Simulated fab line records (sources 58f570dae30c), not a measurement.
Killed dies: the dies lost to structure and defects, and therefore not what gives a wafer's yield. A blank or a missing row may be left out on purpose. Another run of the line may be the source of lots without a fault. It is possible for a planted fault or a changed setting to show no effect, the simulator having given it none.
fab line records + flow berkeleyCmos170
record:
- lots: 14
- wafers: 42
- lastDay: 14
route steps=331 shown NVT@106 PVT@121 GATE@131 SPACER@171
lots that met no fault: taken from a fault-free run of the same line
startH: hours from the record's first day to the start of the lot's first wafer shown + waitH: hours since the lot's step before + " unchanged from the row above + L1.1+2: several wafers, shown together as one row + - no value, or no start given + * or withheld: withheld + < > ~ a bound
route shown NAME@n: NAME is a module with steps in the file, n the number in the route of the first one + usual: mean/standard deviation taken from wafers without a fault + same: alike in all rows + chamber/n: place in a boat + sites: the reading at each site + _std_site: the values' standard deviation + _edge_site: outer sites' mean less inner sites' + radiusMm: how far each site lies from the wafer's centre + mask NAME#n: copy n + behind: the last tool/chamber to shape the wafer + hold: what put the lot on hold/how long, in hours/how the hold closed + device: the n, p or np transistor that did not switch + end of line: the tests these same wafers got at the end of their route + where a step has no rows: the recipe by itself + killed: count of dies lost to structure and defects at first sort (not the wafer's yield) + map: per-die view of a wafer (x killed, . not killed, _ where there is no die)
set.NAME: the setting that was run; set.NAME@STEP: the one run at that earlier step + model.NAME: the simulator's own value behind a step, which no gauge read
steps of the route over a sample of lots; a table a step, a row a wafer
services: a tool's chamber out of use, with start hour (startH, from the record's first day; less than 0 if before it), hours out, and reason
== steps ==
step: UCB170_NVT_SOFTBAKE_02
recipe:
- resist: KrF
- tempC: 130
- timeS: 61.83
usual:
- plateSensorTCentreC: 131.41/0.011
- plateSensorTEdgeC: 131.53/0.011
| lot.wafer | tool          | chamber | startH | waitH | plateSensorTCentreC | plateSensorTEdgeC |
|-----------|---------------|---------|--------|-------|---------------------|-------------------|
| L620.2    | lithoTrack-01 | 0       | 136.02 | 0.1   | 131.42              | 131.54            |
| L620.3    | "             | 0       | "      | "     | 131.4               | 131.51            |
| L620.4    | "             | 0       | "      | "     | 131.39              | 131.52            |
| L621.3    | lithoTrack-03 | 0       | 136.04 | 0.1   | 131.41              | 131.53            |
| L621.5    | "             | 0       | "      | "     | 131.4               | 131.53            |
| L621.6    | "             | 0       | "      | "     | 131.4               | 131.52            |
| L625.2    | lithoTrack-03 | 0       | 154.53 | 0.1   | 131.43              | 131.54            |
| L625.3    | "             | 0       | "      | "     | 131.4               | 131.52            |
| L625.4    | "             | 0       | "      | "     | 131.43              | 131.57            |
| L626.4    | lithoTrack-01 | 0       | 173.32 | 0.1   | 131.42              | 131.54            |
| L626.5    | "             | 0       | "      | "     | 131.4               | 131.53            |
| L626.6    | "             | 0       | "      | "     | 131.42              | 131.53            |
| L629.1    | lithoTrack-03 | 0       | 180.51 | 0.1   | 131.39              | 131.54            |
| L629.2    | "             | 0       | "      | "     | 131.39              | 131.54            |
| L629.6    | "             | 0       | "      | "     | 131.43              | 131.54            |
| L627.3    | lithoTrack-01 | 0       | 180.59 | 0.1   | 131.4               | 131.53            |
| L627.4    | "             | 0       | "      | "     | 131.39              | 131.53            |
| L627.5    | "             | 0       | "      | "     | 131.41              | 131.53            |
| L631.1    | lithoTrack-02 | 0       | 188.33 | 0.1   | 131.41              | 131.53            |
| L631.5    | "             | 0       | "      | "     | 131.41              | 131.55            |
| L631.6    | "             | 0       | "      | "     | 131.4               | 131.52            |
| L637.2    | lithoTrack-01 | 0       | 214.69 | 0.1   | 131.4               | 131.53            |
| L637.4    | "             | 0       | "      | "     | 131.41              | 131.53            |
| L637.6    | "             | 0       | "      | "     | 131.4               | 131.54            |
| L635.1    | lithoTrack-03 | 0       | 214.83 | 0.1   | 131.41              | 131.5             |
| L635.5    | "             | 0       | "      | "     | 131.4               | 131.53            |
| L635.6    | "             | 0       | "      | "     | 131.41              | 131.53            |
| L638.1    | lithoTrack-03 | 0       | 222.83 | 0.1   | 131.4               | 131.54            |
| L638.3    | "             | 0       | "      | "     | 131.41              | 131.54            |
| L638.5    | "             | 0       | "      | "     | 131.42              | 131.53            |
| L639.2    | lithoTrack-03 | 0       | 239.04 | 0.1   | 131.41              | 131.52            |
| L639.3    | "             | 0       | "      | "     | 131.4               | 131.53            |
| L639.4    | "             | 0       | "      | "     | 131.41              | 131.53            |
| L642.1    | lithoTrack-03 | 0       | 246.37 | 0.1   | 131.41              | 131.53            |
| L642.2    | "             | 0       | "      | "     | 131.42              | 131.52            |
| L642.3    | "             | 0       | "      | "     | 131.41              | 131.52            |
| L641.3    | lithoTrack-01 | 0       | 246.45 | 0.1   | 131.41              | 131.52            |
| L641.5    | "             | 0       | "      | "     | 131.41              | 131.52            |
| L641.6    | "             | 0       | "      | "     | 131.42              | 131.53            |
| L643.1    | lithoTrack-03 | 0       | 257.76 | 0.1   | 131.41              | 131.54            |
| L643.4    | "             | 0       | "      | "     | 131.41              | 131.55            |
| L643.5    | "             | 0       | "      | "     | 131.38              | 131.52            |
step: UCB170_PVT_OVL_MEAS_06
usual:
- PVT_OVL: 1/5.6
| lot.wafer | tool       | chamber | startH | waitH | PVT_OVL[nm] |
|-----------|------------|---------|--------|-------|-------------|
| L621.3    | overlay-01 | -       | 139.35 | -     | 5           |
| L621.5    | "          | -       | "      | "     | 8           |
| L621.6    | "          | -       | "      | "     | 4           |
| L620.2    | overlay-02 | -       | 140.76 | -     | 3           |
| L620.3    | "          | -       | "      | "     | 1           |
| L620.4    | "          | -       | "      | "     | -3          |
| L625.2    | overlay-02 | -       | 156.74 | -     | -6          |
| L625.3    | "          | -       | "      | "     | -10         |
| L625.4    | "          | -       | "      | "     | -6          |
| L626.4    | overlay-02 | -       | 177.58 | -     | 9           |
| L626.5    | "          | -       | "      | "     | 12          |
| L626.6    | "          | -       | "      | "     | 1           |
| L629.1    | overlay-02 | -       | 182.54 | -     | -3          |
| L629.2    | "          | -       | "      | "     | -3          |
| L629.6    | "          | -       | "      | "     | -2          |
| L627.3    | overlay-02 | -       | 183.13 | -     | 5           |
| L627.4    | "          | -       | "      | "     | 4           |
| L627.5    | "          | -       | "      | "     | -1          |
| L631.1    | overlay-01 | -       | 190.73 | -     | -1          |
| L631.5    | "          | -       | "      | "     | 8           |
| L631.6    | "          | -       | "      | "     | 5           |
| L637.2    | overlay-02 | -       | 219.74 | -     | 5           |
| L637.4    | "          | -       | "      | "     | 4           |
| L637.6    | "          | -       | "      | "     | 1           |
| L635.1    | overlay-02 | -       | 219.98 | -     | 4           |
| L635.5    | "          | -       | "      | "     | 10          |
| L635.6    | "          | -       | "      | "     | 10          |
| L638.1    | overlay-01 | -       | 228.82 | -     | -9          |
| L638.3    | "          | -       | "      | "     | -4          |
| L638.5    | "          | -       | "      | "     | -4          |
| L639.2    | overlay-02 | -       | 242.33 | -     | -4          |
| L639.3    | "          | -       | "      | "     | 3           |
| L639.4    | "          | -       | "      | "     | -3          |
| L641.3    | overlay-01 | -       | 251.28 | -     | -3          |
| L641.5    | "          | -       | "      | "     | 3           |
| L641.6    | "          | -       | "      | "     | -2          |
| L642.1    | overlay-02 | -       | 251.37 | -     | 1           |
| L642.2    | "          | -       | "      | "     | -4          |
| L642.3    | "          | -       | "      | "     | 5           |
| L643.1    | overlay-02 | -       | 260.34 | -     | 7           |
| L643.4    | "          | -       | "      | "     | 7           |
| L643.5    | "          | -       | "      | "     | -2          |
step: UCB170_GATE_THK_MEAS_05
recipe:
- reads: poly-Si_of_GATE_CVD_04
usual:
- GATE_POLY_THK: 214.6/2.3
| lot.wafer | tool         | chamber | startH | waitH | GATE_POLY_THK[nm] |
|-----------|--------------|---------|--------|-------|-------------------|
| L621.3    | filmMetro-03 | -       | 153.61 | 0.0   | 212.8             |
| L621.5    | "            | -       | "      | "     | 212.9             |
| L621.6    | "            | -       | "      | "     | 213.9             |
| L620.2    | filmMetro-02 | -       | 153.65 | 0.1   | 212.0             |
| L620.3    | "            | -       | "      | "     | 210.7             |
| L620.4    | "            | -       | "      | "     | 211.4             |
| L625.2    | filmMetro-01 | -       | 169.83 | 0.0   | 213.8             |
| L625.3    | "            | -       | "      | "     | 216.2             |
| L625.4    | "            | -       | "      | "     | 213.5             |
| L629.1    | filmMetro-03 | -       | 196.15 | 0.0   | 216.8             |
| L629.2    | "            | -       | "      | "     | 217.5             |
| L629.6    | "            | -       | "      | "     | 217.8             |
| L626.4    | filmMetro-01 | -       | 196.17 | 0.0   | 213.7             |
| L626.5    | "            | -       | "      | "     | 216.0             |
| L626.6    | "            | -       | "      | "     | 215.0             |
| L627.3    | filmMetro-02 | -       | 196.22 | 0.1   | 215.5             |
| L627.4    | "            | -       | "      | "     | 214.2             |
| L627.5    | "            | -       | "      | "     | 217.5             |
| L631.1    | filmMetro-02 | -       | 206.87 | 0.0   | 213.4             |
| L631.5    | "            | -       | "      | "     | 214.3             |
| L631.6    | "            | -       | "      | "     | 213.9             |
| L635.1    | filmMetro-03 | -       | 235.92 | 0.0   | 215.0             |
| L635.5    | "            | -       | "      | "     | 216.2             |
| L635.6    | "            | -       | "      | "     | 215.7             |
| L637.2    | filmMetro-02 | -       | 235.93 | 0.0   | 215.8             |
| L637.4    | "            | -       | "      | "     | 215.3             |
| L637.6    | "            | -       | "      | "     | 216.2             |
| L638.1    | filmMetro-03 | -       | 243.68 | 0.0   | 211.6             |
| L638.3    | "            | -       | "      | "     | 212.2             |
| L638.5    | "            | -       | "      | "     | 214.0             |
| L639.2    | filmMetro-01 | -       | 260.52 | 0.0   | 217.2             |
| L639.3    | "            | -       | "      | "     | 216.1             |
| L639.4    | "            | -       | "      | "     | 216.0             |
| L642.1    | filmMetro-02 | -       | 273.60 | 0.0   | 214.2             |
| L642.2    | "            | -       | "      | "     | 214.3             |
| L642.3    | "            | -       | "      | "     | 213.4             |
| L641.3    | filmMetro-03 | -       | 273.62 | 0.0   | 213.9             |
| L641.5    | "            | -       | "      | "     | 214.7             |
| L641.6    | "            | -       | "      | "     | 212.0             |
| L643.1    | filmMetro-02 | -       | 281.36 | 0.0   | 219.6             |
| L643.4    | "            | -       | "      | "     | 219.4             |
| L643.5    | "            | -       | "      | "     | 218.4             |
step: UCB170_SPACER_CVD_00
recipe:
- material: SiO2
- targetThkNm: 376
- tempC: 390
- precursor: TEOS/O2
- timeS: 47
- rfW: 550
- pressureMtorr: 9000
usual:
- heaterPowerW: 310/63
- pressureMtorr: 8999/17
| lot.wafer | tool     | chamber | startH | waitH | heaterPowerW | pressureMtorr | sinceWetCleanH |
|-----------|----------|---------|--------|-------|--------------|---------------|----------------|
| L621.3    | pecvd-04 | 0       | 159.37 | 0.0   | 254          | 8995          | 131            |
| L621.5    | "        | 1       | "      | "     | 305          | 8993          | -              |
| L621.6    | "        | 0       | "      | "     | 171          | 9005          | -              |
| L620.2    | pecvd-03 | 2       | 159.53 | 0.0   | 321          | 8988          | 238            |
| L620.3    | "        | 0       | "      | "     | 401          | 8964          | 238            |
| L620.4    | "        | 0       | "      | "     | 423          | 8993          | -              |
| L625.2    | pecvd-01 | 0       | 177.08 | 0.0   | 322          | 9008          | 363            |
| L625.3    | "        | 1       | "      | "     | 197          | 8991          | 363            |
| L625.4    | "        | 2       | "      | "     | 273          | 9023          | -              |
| L626.4    | pecvd-03 | 1       | 201.40 | 0.0   | 431          | 9006          | -              |
| L626.5    | "        | 2       | "      | "     | 303          | 9024          | -              |
| L626.6    | "        | 0       | "      | "     | 422          | 8987          | -              |
| L629.1    | pecvd-01 | 0       | 201.68 | 0.0   | 329          | 9043          | 387            |
| L629.2    | "        | 2       | "      | "     | 226          | 8997          | 387            |
| L629.6    | "        | 2       | "      | "     | 241          | 8994          | -              |
| L627.3    | pecvd-04 | 0       | 202.06 | 0.0   | 200          | 8991          | 174            |
| L627.4    | "        | 2       | "      | "     | 309          | 8991          | -              |
| L627.5    | "        | 1       | "      | "     | 281          | 8971          | -              |
| L631.1    | pecvd-04 | 2       | 212.36 | 0.0   | 255          | 8999          | 184            |
| L631.5    | "        | 1       | "      | "     | 293          | 9001          | -              |
| L631.6    | "        | 0       | "      | "     | 215          | 8995          | -              |
| L637.2    | pecvd-03 | 1       | 243.12 | 0.0   | 346          | 9012          | 322            |
| L637.4    | "        | 1       | "      | "     | 372          | 8992          | -              |
| L637.6    | "        | 2       | "      | "     | 336          | 8993          | -              |
| L635.1    | pecvd-03 | 0       | 243.47 | 0.0   | 408          | 8978          | 322            |
| L635.5    | "        | 1       | "      | "     | 343          | 9029          | -              |
| L635.6    | "        | 0       | "      | "     | 300          | 9020          | -              |
| L638.1    | pecvd-04 | 1       | 248.62 | 0.0   | 313          | 9016          | 220            |
| L638.3    | "        | 2       | "      | "     | 296          | 8971          | 220            |
| L638.5    | "        | 0       | "      | "     | 246          | 9023          | -              |
| L639.2    | pecvd-04 | 2       | 268.12 | 0.0   | 279          | 9007          | 240            |
| L639.3    | "        | 1       | "      | "     | 318          | 8987          | 240            |
| L639.4    | "        | 2       | "      | "     | 303          | 8990          | -              |
| L641.3    | pecvd-01 | 1       | 280.14 | 0.0   | 279          | 8994          | 24             |
| L641.5    | "        | 1       | "      | "     | 193          | 8953          | -              |
| L641.6    | "        | 0       | "      | "     | 331          | 9007          | -              |
| L642.1    | pecvd-03 | 1       | 280.59 | 0.0   | 405          | 8998          | 359            |
| L642.2    | "        | 0       | "      | "     | 369          | 8998          | 359            |
| L642.3    | "        | 2       | "      | "     | 311          | 8995          | 359            |
| L643.1    | pecvd-01 | 1       | 286.81 | 0.0   | 249          | 8983          | 30             |
| L643.4    | "        | 0       | "      | "     | 300          | 8991          | -              |
| L643.5    | "        | 1       | "      | "     | 261          | 9001          | -              |
step: UCB170_SPACER_THK_MEAS_01
recipe:
- reads: SiO2_of_SPACER_CVD_00
usual:
- SPACER_TEOS_THK: 375/5.1
| lot.wafer | tool         | chamber | startH | waitH | hold                    | SPACER_TEOS_THK[nm] |
|-----------|--------------|---------|--------|-------|-------------------------|---------------------|
| L621.3    | filmMetro-04 | -       | 159.43 | 0.0   | -                       | 371                 |
| L621.5    | "            | -       | "      | "     | -                       | 378                 |
| L621.6    | "            | -       | "      | "     | -                       | 380                 |
| L620.2    | filmMetro-03 | -       | 159.58 | 0.0   | -                       | 371                 |
| L620.3    | "            | -       | "      | "     | -                       | 366                 |
| L620.4    | "            | -       | "      | "     | -                       | 371                 |
| L625.2    | filmMetro-03 | -       | 177.14 | 0.0   | -                       | 371                 |
| L625.3    | "            | -       | "      | "     | -                       | 371                 |
| L625.4    | "            | -       | "      | "     | -                       | 392                 |
| L626.4    | filmMetro-04 | -       | 201.45 | 0.0   | -                       | 385                 |
| L626.5    | "            | -       | "      | "     | -                       | 377                 |
| L626.6    | "            | -       | "      | "     | -                       | 383                 |
| L629.1    | filmMetro-01 | -       | 201.72 | 0.0   | -                       | 372                 |
| L629.2    | "            | -       | "      | "     | -                       | 376                 |
| L629.6    | "            | -       | "      | "     | -                       | 385                 |
| L627.3    | filmMetro-04 | -       | 202.13 | 0.0   | -                       | 372                 |
| L627.4    | "            | -       | "      | "     | -                       | 376                 |
| L627.5    | "            | -       | "      | "     | -                       | 372                 |
| L631.1    | filmMetro-03 | -       | 212.40 | 0.0   | -                       | 374                 |
| L631.5    | "            | -       | "      | "     | -                       | 374                 |
| L631.6    | "            | -       | "      | "     | -                       | 383                 |
| L637.2    | filmMetro-03 | -       | 243.17 | 0.0   | -                       | 371                 |
| L637.4    | "            | -       | "      | "     | -                       | 378                 |
| L637.6    | "            | -       | "      | "     | -                       | 376                 |
| L635.1    | filmMetro-03 | -       | 243.54 | 0.1   | -                       | 371                 |
| L635.5    | "            | -       | "      | "     | -                       | 379                 |
| L635.6    | "            | -       | "      | "     | -                       | 376                 |
| L638.1    | filmMetro-03 | -       | 248.66 | 0.0   | awaitDispo/0.2h/release | 287                 |
| L638.3    | "            | -       | "      | "     | awaitDispo/0.2h/release | 287                 |
| L638.5    | "            | -       | "      | "     | awaitDispo/0.2h/release | 297                 |
| L638.1    | filmMetro-03 | -       | 248.89 | 0.2   | -                       | 287                 |
| L638.3    | "            | -       | "      | "     | -                       | 287                 |
| L638.5    | "            | -       | "      | "     | -                       | 298                 |
| L639.2    | filmMetro-04 | -       | 268.17 | 0.0   | awaitDispo/0.2h/release | 288                 |
| L639.3    | "            | -       | "      | "     | awaitDispo/0.2h/release | 282                 |
| L639.4    | "            | -       | "      | "     | awaitDispo/0.2h/release | 294                 |
| L639.2    | filmMetro-04 | -       | 268.40 | 0.2   | -                       | 288                 |
| L639.3    | "            | -       | "      | "     | -                       | 282                 |
| L639.4    | "            | -       | "      | "     | -                       | 293                 |
| L641.3    | filmMetro-03 | -       | 280.20 | 0.0   | -                       | 374                 |
| L641.5    | "            | -       | "      | "     | -                       | 375                 |
| L641.6    | "            | -       | "      | "     | -                       | 373                 |
| L642.1    | filmMetro-03 | -       | 280.63 | 0.0   | -                       | 370                 |
| L642.2    | "            | -       | "      | "     | -                       | 366                 |
| L642.3    | "            | -       | "      | "     | -                       | 373                 |
| L643.1    | filmMetro-01 | -       | 286.85 | 0.0   | -                       | 376                 |
| L643.4    | "            | -       | "      | "     | -                       | 380                 |
| L643.5    | "            | -       | "      | "     | -                       | 382                 |
step: UCB170_SPACER_ETCHBACK_03
recipe:
- stopOn: Si
- target: SiO2
- chemistry: CHF3/CF4/Ar
- CHF3_flow_sccm: 50
- cf4FlowSccm: 10
- Ar_flow_sccm: 120
- pressureMtorr: 200
- rfW: 500
- targetDepthA: 3760
- timeS: 100
usual:
- cf4FlowSccm: 10.00/0.031
- drypumpMotorCurrentA: 5.6/0.38
- oesProductAu: 0.899/0.016
- throttleValvePct: 6.47/0.1
| lot.wafer | tool       | chamber | startH | waitH | cf4FlowSccm | drypumpMotorCurrentA | oesProductAu | rfHoursCounterH | throttleValvePct |
|-----------|------------|---------|--------|-------|-------------|----------------------|--------------|-----------------|------------------|
| L620.2    | rieDiel-02 | 3       | 165.25 | 0.0   | 9.95        | 4.9                  | 0.908        | 10              | 6.46             |
| L620.3    | "          | 0       | "      | "     | 10.02       | 5.6                  | 0.884        | 120             | 6.53             |
| L620.4    | "          | 2       | "      | "     | 10.02       | 5.8                  | 0.879        | 93              | 6.59             |
| L621.3    | rieDiel-03 | 1       | 165.25 | 0.0   | 10.00       | 6.3                  | 0.895        | 19              | 6.55             |
| L621.5    | "          | 0       | "      | "     | 10.05       | 5.3                  | 0.895        | -               | 6.28             |
| L621.6    | "          | 1       | "      | "     | 10.01       | 6.3                  | 0.917        | -               | 6.55             |
| L625.2    | rieDiel-02 | 3       | 183.66 | 0.0   | 10.01       | 4.9                  | 0.908        | 11              | 6.46             |
| L625.3    | "          | 1       | "      | "     | 10.01       | 5.5                  | 0.872        | 135             | 6.64             |
| L625.4    | "          | 0       | "      | "     | 10.01       | 5.6                  | 0.933        | 121             | 6.57             |
| L626.4    | rieDiel-04 | 1       | 208.85 | 0.0   | 9.99        | 5.6                  | 0.911        | 110             | 6.43             |
| L626.5    | "          | 3       | "      | "     | 10.03       | 5.5                  | 0.910        | -               | 6.49             |
| L626.6    | "          | 2       | "      | "     | 9.93        | 5.8                  | 0.935        | -               | 6.49             |
| L627.3    | rieDiel-02 | 3       | 208.85 | 0.0   | 9.98        | 4.9                  | 0.911        | 12              | 6.46             |
| L627.4    | "          | 1       | "      | "     | 10.01       | 5.5                  | 0.885        | 135             | 6.63             |
| L627.5    | "          | 2       | "      | "     | 10.01       | 5.8                  | 0.883        | -               | 6.57             |
| L629.1    | rieDiel-03 | 1       | 208.85 | 0.0   | 10.00       | 6.3                  | 0.886        | 22              | 6.53             |
| L629.2    | "          | 2       | "      | "     | 10.02       | 5.8                  | 0.906        | 1               | 6.56             |
| L629.6    | "          | 1       | "      | "     | 10.01       | 6.4                  | 0.928        | -               | 6.56             |
| L631.1    | rieDiel-04 | 1       | 219.68 | 0.0   | 9.97        | 5.6                  | 0.885        | 111             | 6.42             |
| L631.5    | "          | 3       | "      | "     | 9.91        | 5.5                  | 0.898        | -               | 6.49             |
| L631.6    | "          | 1       | "      | "     | 9.96        | 5.6                  | 0.909        | -               | 6.40             |
| L635.1    | rieDiel-04 | 3       | 249.20 | 0.0   | 10.00       | 5.5                  | 0.899        | 8               | 6.51             |
| L635.5    | "          | 0       | "      | "     | 10.01       | 6.1                  | 0.912        | -               | 6.32             |
| L635.6    | "          | 1       | "      | "     | 10.06       | 5.6                  | 0.898        | -               | 6.42             |
| L637.2    | rieDiel-02 | 3       | 249.20 | 0.0   | 10.01       | 4.9                  | 0.905        | 13              | 6.46             |
| L637.4    | "          | 1       | "      | "     | 9.99        | 5.5                  | 0.896        | -               | 6.64             |
| L637.6    | "          | 2       | "      | "     | 9.96        | 5.8                  | 0.888        | -               | 6.58             |
| L638.1    | rieDiel-03 | 1       | 258.80 | 0.0   | 9.95        | 6.4                  | 0.751        | 25              | 6.53             |
| L638.3    | "          | 2       | "      | "     | 10.03       | 5.8                  | 0.751        | 3               | 6.56             |
| L638.5    | "          | 1       | "      | "     | 9.95        | 6.4                  | 0.775        | -               | 6.53             |
| L639.2    | rieDiel-02 | 3       | 278.03 | 0.0   | 10.01       | 4.9                  | 0.752        | 15              | 6.44             |
| L639.3    | "          | 2       | "      | "     | 10.00       | 5.8                  | 0.726        | 97              | 6.55             |
| L639.4    | "          | 2       | "      | "     | 9.95        | 5.8                  | 0.747        | -               | 6.58             |
| L641.3    | rieDiel-04 | 2       | 286.66 | 0.0   | 10.02       | 5.8                  | 0.920        | 6               | 6.51             |
| L641.5    | "          | 3       | "      | "     | 9.98        | 5.5                  | 0.898        | -               | 6.48             |
| L641.6    | "          | 0       | "      | "     | 10.00       | 6.1                  | 0.892        | -               | 6.33             |
| L642.1    | rieDiel-03 | 0       | 286.66 | 0.0   | 9.97        | 5.2                  | 0.885        | 13              | 6.28             |
| L642.2    | "          | 3       | "      | "     | 10.00       | 5.5                  | 0.862        | 3               | 6.40             |
| L642.3    | "          | 1       | "      | "     | 10.02       | 6.3                  | 0.906        | 26              | 6.56             |
| L643.1    | rieDiel-03 | 2       | 294.43 | 0.0   | 10.02       | 5.8                  | 0.903        | 4               | 6.57             |
| L643.4    | "          | 0       | "      | "     | 10.00       | 5.2                  | 0.894        | 13              | 6.29             |
| L643.5    | "          | 1       | "      | "     | 10.01       | 6.3                  | 0.915        | -               | 6.55             |
== services ==
| tool       | chamber | startH | hours | kind          |
|------------|---------|--------|-------|---------------|
| rieDiel-02 | -       | 119.44 | 0.2   | repair        |
| rieDiel-02 | 1       | 119.87 | 2.9   | repair        |
| pecvd-03   | -       | 129.10 | 0.6   | repair        |
| rieDiel-04 | 0       | 130.10 | 12.0  | repair        |
| rieDiel-03 | -       | 152.39 | 1.2   | repair        |
| pecvd-03   | -       | 163.78 | 0.5   | repair        |
| rieDiel-03 | 2       | 166.31 | -     | clean         |
| rieDiel-03 | 2       | 166.31 | 28.7  | scheduledDown |
| rieDiel-03 | 2       | 166.31 | 28.7  | ventCycle     |
| rieDiel-03 | 3       | 172.67 | 4.9   | repair        |
| rieDiel-02 | -       | 175.94 | 0.7   | repair        |
| rieDiel-04 | 0       | 179.32 | 10.0  | repair        |
| rieDiel-03 | 3       | 195.04 | -     | clean         |
| rieDiel-04 | 2       | 199.01 | 1.7   | repair        |
| rieDiel-04 | 2       | 203.03 | 2.4   | repair        |
| pecvd-01   | 0       | 209.75 | 3.3   | repair        |
| rieDiel-02 | -       | 211.60 | 2.8   | pm            |
| rieDiel-04 | 0       | 214.54 | 6.8   | repair        |
| rieDiel-02 | 0       | 224.07 | 87.1  | repair        |
| pecvd-04   | -       | 224.98 | 0.6   | repair        |
| pecvd-04   | -       | 232.70 | 14.6  | pm            |
| pecvd-01   | -       | 242.50 | 14.0  | pm            |
| rieDiel-04 | 2       | 274.14 | 1.5   | repair        |
| rieDiel-02 | -       | 282.30 | 1.3   | repair        |
== key ==
firstSign:
- step: UCB170_SPACER_THK_MEAS_01
- reading: visit
- direction: added
effect:
- step: UCB170_SPACER_THK_MEAS_01
- reading: SPACER_TEOS_THK
- direction: down
- sigmas: 17
- usual: 375
- struck: 289
effect:
- step: UCB170_SPACER_ETCHBACK_03
- reading: oesProductAu
- direction: down
- sigmas: 9.2
- usual: 0.899
- struck: 0.750
metAt UCB170_SPACER_CVD_00
struckLots L638,L639
testerLeftOut L638,L639
notActingAt UCB170_NVT_SOFTBAKE_02,UCB170_PVT_OVL_MEAS_06,UCB170_GATE_THK_MEAS_05
onsetBetween 212.36 248.62
fault:
- kind: siteProfileDrift
- tool: pecvd-04
- chamber: -
- onsetH: 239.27
- steps: UCB170_SPACER_CVD_00
- basis: fraction
- maxAbsDrift: 0.53357
- slopeSharePerHr: 118.57
- sitePattern: 0,0,0,0,0,-1,-1,-1,-1
testerLeftOut: of these lots the tester's yield and bins aren't shown, on N5 and GAA mostly nor the transistor test; their killed dies are dies lost to structure and defects alone, not to doping, threshold or leakage, so they don't give the yield
